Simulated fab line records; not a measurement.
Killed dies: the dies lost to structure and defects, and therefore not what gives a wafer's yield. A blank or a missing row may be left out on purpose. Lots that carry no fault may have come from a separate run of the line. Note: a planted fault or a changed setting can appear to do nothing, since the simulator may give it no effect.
The tool behind it: which one? -- flow rit cmos -- Sampling: 14 lots, 42 wafers, 2 of 202 route steps

WHAT EACH GAUGE READ, for each wafer
RIT_ACTIVE_THK_MEAS_02. Usual: ACTIVE_OXIDE_THK 46.8 nm, standard deviation 0.8.
lot,measured,on,ACTIVE_OXIDE_THK (nm),flag
L355,day 1 12:03,film metro-02,46.3 46.1 46.8,
L356,day 1 17:17,film metro-01,48.3 48.7 48.4,
L357,day 1 22:05,film metro-02,47.4 47.1 47.4,
L360,day 2 13:13,film metro-01,46.8 47.6 47.1,
L361,day 2 19:05,film metro-03,47.0 46.3 46.5,
L362,day 2 23:03,film metro-01,47.1 47.2 47.3,
L363,day 3 04:03,film metro-03,46.4 46.4 45.8,
L365,day 3 14:14,film metro-01,46.3 46.4 46.3,
L366,day 3 19:35,film metro-03,48.1 47.9 47.3,
L369,day 4 10:04,film metro-03,55.0 55.2 55.9,OFF
L375,day 5 17:02,film metro-03,46.4 46.0 46.8,
L376,day 5 21:25,film metro-01,53.0 53.2 53.6,OFF
L377,day 6 02:26,film metro-01,46.6 47.1 47.2,
L378,day 6 07:50,film metro-01,46.7 46.5 46.3,

TOOL THAT RAN EACH LOT (tool first, then ch and the chambers of the sampled wafers, then the start)
lot,RIT_ACTIVE_OXIDATION_01
L355,"furnace-01 ch 0, day 1 10:07"
L356,"furnace-03 ch 0, day 1 15:21"
L357,"furnace-03 ch 0, day 1 20:07"
L360,"furnace-04 ch 0, day 2 11:17"
L361,"furnace-01 ch 0, day 2 17:08"
L362,"furnace-04 ch 0, day 2 21:07"
L363,"furnace-01 ch 0, day 3 02:07"
L365,"furnace-03 ch 0, day 3 12:19"
L366,"furnace-03 ch 0, day 3 17:39"
L369,"furnace-03 ch 0, day 4 08:07"
L375,"furnace-01 ch 0, day 5 15:05"
L376,"furnace-03 ch 0, day 5 19:29"
L377,"furnace-01 ch 0, day 6 00:30"
L378,"furnace-01 ch 0, day 6 05:53"
- RIT_ACTIVE_OXIDATION_01: target thk 46.8 nm, ox time 3360 s.

AS READ BY THE TOOLS THEMSELVES (means over the sampled wafers that have a number; for cases with no such wafer, the mark the record gives instead)
RIT_ACTIVE_OXIDATION_01. Usual: spike tc centre C 1002.7 C, standard deviation 1.1; spike tc load C 1027 C, standard deviation 3.6; spike tc source C 1022 C, standard deviation 3.6; tube center temp C 1000 C, standard deviation 0.095; tube_center_temp_C_max 1002.6, standard deviation 0.43; zone power source pct 36.2 %, standard deviation 1.5.
lot,tool,spike tc centre C (C),spike tc load C (C),spike tc source C (C),tube center temp C (C),tube_center_temp_C_max,zone power source pct (%),flag
L355,furnace-01,1003.7,1026,1019,1000,1002.6,35.0,
L356,furnace-03,1002.6,1031,1027,1000,1002.5,35.9,
L357,furnace-03,1003.1,1033,1028,1000,1002.3,35.8,
L360,furnace-04,1002.3,1023,1022,1000,1002.5,38.1,
L361,furnace-01,1002.0,1026,1018,1000,1002.5,35.2,
L362,furnace-04,1001.4,1022,1023,1000,1002.4,38.4,
L363,furnace-01,1002.6,1026,1020,1000,1002.8,35.3,
L365,furnace-03,1002.6,1032,1028,1000,1002.8,35.8,
L366,furnace-03,1002.8,1033,1029,1000,1003.1,35.9,
L369,furnace-03,1018.3,1048,1043,1015,1017.0,37.7,OFF
L375,furnace-01,1002.6,1026,1019,1000,1002.6,35.2,
L376,furnace-03,1018.7,1048,1042,1015,1017.6,37.2,OFF
L377,furnace-01,1002.1,1025,1019,1000,1002.4,35.1,
L378,furnace-01,1003.2,1026,1020,1000,1002.5,35.2,

THE ANSWER, worked out from the rows above alone
Rule: take the mean of a lot's wafers that have a number; if it is more than 3 standard deviations from the usual mean, the lot is off. Also off: a lot with no number at a reading for which 4 or more lots have one. The other lots that the step has rows for count as sound. The gauges are gone through in route order, then the tools' own readings, and for those a lot's mean is taken as printed above. At the first step where some lot is off, the reading lying furthest off is the one used; lots without a number count as furthest.
Off: L369, L376, seen at RIT_ACTIVE_THK_MEAS_02 (ACTIVE_OXIDE_THK).
A tool fits if, at a process step before that reading, it ran every lot that is off, and no sound lot after the first of them. Not tried: the gauges at RIT_ACTIVE_THK_MEAS_02; whatever is off there is also off at RIT_ACTIVE_OXIDATION_01, on other tools, and gauge error can't account for it. One candidate fits, namely furnace-03 at RIT_ACTIVE_OXIDATION_01. A fault onset in the window from L366 (day 3 17:39, its last sound lot) to L369 (day 4 08:07, its first lot off) fits.
The tool's own readings at RIT_ACTIVE_OXIDATION_01 bear it out: on the lots that are off they differ by more than 5 times the standard deviation of the sound lots' means. spike tc centre C reads 1018.5 C there against 1002.6 C on the sound lots; spike tc load C reads 1048 C there against 1027 C on the sound lots; tube center temp C reads 1015 C there against 1000 C on the sound lots; tube_center_temp_C_max reads 1017.3 there against 1002.6 on the sound lots.

WHAT HAD BEEN PUT IN BY THE SIMULATOR
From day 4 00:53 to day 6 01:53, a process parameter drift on furnace-03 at RIT_ACTIVE_OXIDATION_01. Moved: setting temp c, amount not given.
Shown lots that were struck: L369, L376. The rule given above showed the same thing.
